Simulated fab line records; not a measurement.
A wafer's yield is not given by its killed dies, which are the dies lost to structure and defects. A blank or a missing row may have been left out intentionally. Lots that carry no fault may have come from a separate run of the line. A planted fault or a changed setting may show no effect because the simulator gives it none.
The tool behind it: which one? | flow rit_cmos | 13 lots with 39 wafers sampled at 2 steps, on a route of 202 steps

== WHAT THE GAUGES SHOWED, per wafer ==
RIT_M1_CD_MEAS_09: the cd target is 2600 nm. Usual: cd_nm 2600.8 nm, standard deviation 1.8.
lot  | measured    | on        | cd_nm (nm)           | flag
L669 | day 3 05:43 | cd_sem-01 | 2601.7 2599.7 2600.6 |
L670 | day 3 10:36 | cd_sem-02 | 2601.2 2600.7 2601.6 |
L671 | day 3 17:01 | cd_sem-01 | 2601.9 2602.2 2601.5 |
L673 | day 4 03:39 | cd_sem-02 | 2603.9 2602.3 2603.1 |
L674 | day 4 08:16 | cd_sem-01 | 2599.0 2598.8 2599.0 |
L677 | day 4 23:07 | cd_sem-01 | 2747.8 2747.3 2751.3 | OFF
L685 | day 6 14:21 | cd_sem-01 | 2599.1 2601.6 2603.6 |
L686 | day 6 19:45 | cd_sem-01 | 2599.9 2599.4 2600.6 |
L687 | day 7 02:32 | cd_sem-01 | 2599.7 2596.6 2599.7 |
L688 | day 7 10:57 | cd_sem-02 | 2600.4 2600.9 2600.4 |
L690 | day 7 19:02 | cd_sem-01 | 2602.9 2602.0 2601.7 |
L691 | day 7 21:31 | cd_sem-01 | 2602.1 2600.5 2602.4 |
L692 | day 8 03:40 | cd_sem-02 | 2605.0 2603.4 2603.0 |

== TOOL THAT RAN EACH LOT (tool first, then ch and the chambers of the sampled wafers, then the start) ==
lot  | RIT_M1_EXPOSE_06
L669 | iline_stepper-01 ch 0, day 3 05:17
L670 | iline_stepper-02 ch 0, day 3 10:10
L671 | iline_stepper-01 ch 0, day 3 16:35
L673 | iline_stepper-02 ch 0, day 4 03:13
L674 | iline_stepper-02 ch 0, day 4 07:49
L677 | iline_stepper-01 ch 0, day 4 22:41
L685 | iline_stepper-02 ch 0, day 6 13:55
L686 | iline_stepper-01 ch 0, day 6 19:19
L687 | iline_stepper-02 ch 0, day 7 02:06
L688 | iline_stepper-02 ch 0, day 7 10:31
L690 | iline_stepper-01 ch 0, day 7 18:37
L691 | iline_stepper-01 ch 0, day 7 21:05
L692 | iline_stepper-01 ch 0, day 8 03:14
- RIT_M1_EXPOSE_06: exposes mask M12, target cd 2600 nm.

== WHAT THE TOOLS THEMSELVES READ (means of the sampled wafers that have a number; where no wafer has one, the mark that the record gives instead) ==
RIT_M1_EXPOSE_06. Usual: exposure_dose_mJ_cm2 248.34, standard deviation 0.25.
lot  | tool             | exposure_dose_mJ_cm2 | flag
L669 | iline_stepper-01 | 248.60               |
L670 | iline_stepper-02 | 248.41               |
L671 | iline_stepper-01 | 248.33               |
L673 | iline_stepper-02 | 248.27               |
L674 | iline_stepper-02 | 248.43               |
L677 | iline_stepper-01 | 248.26               |
L685 | iline_stepper-02 | 248.24               |
L686 | iline_stepper-01 | 248.23               |
L687 | iline_stepper-02 | 248.44               |
L688 | iline_stepper-02 | 248.19               |
L690 | iline_stepper-01 | 248.56               |
L691 | iline_stepper-01 | 248.39               |
L692 | iline_stepper-01 | 248.56               |

== THE ANSWER, worked out from the rows above alone ==
Rule: take the mean of a lot's wafers that have a number; if it is more than 3 standard deviations from the usual mean, the lot is off. A lot without any number at a reading at which 4 lots or more have one is off too. Where the step has rows for the other lots, those lots are counted as sound. The gauges are gone through in route order, then the tools' own readings, and for those a lot's mean is taken as printed above. At the first step where some lot is off, the reading lying furthest off is the one used; lots without a number count as furthest.
Off: L677 (RIT_M1_CD_MEAS_09, cd_nm).
If a tool, at a process step before that reading, ran all the lots that are off and no sound lot after the first of them, it fits. Those tools and the gauges at RIT_M1_CD_MEAS_09 are tried in the same way. Of those tried, none fits.

== WHAT THE SIMULATOR PUT IN ==
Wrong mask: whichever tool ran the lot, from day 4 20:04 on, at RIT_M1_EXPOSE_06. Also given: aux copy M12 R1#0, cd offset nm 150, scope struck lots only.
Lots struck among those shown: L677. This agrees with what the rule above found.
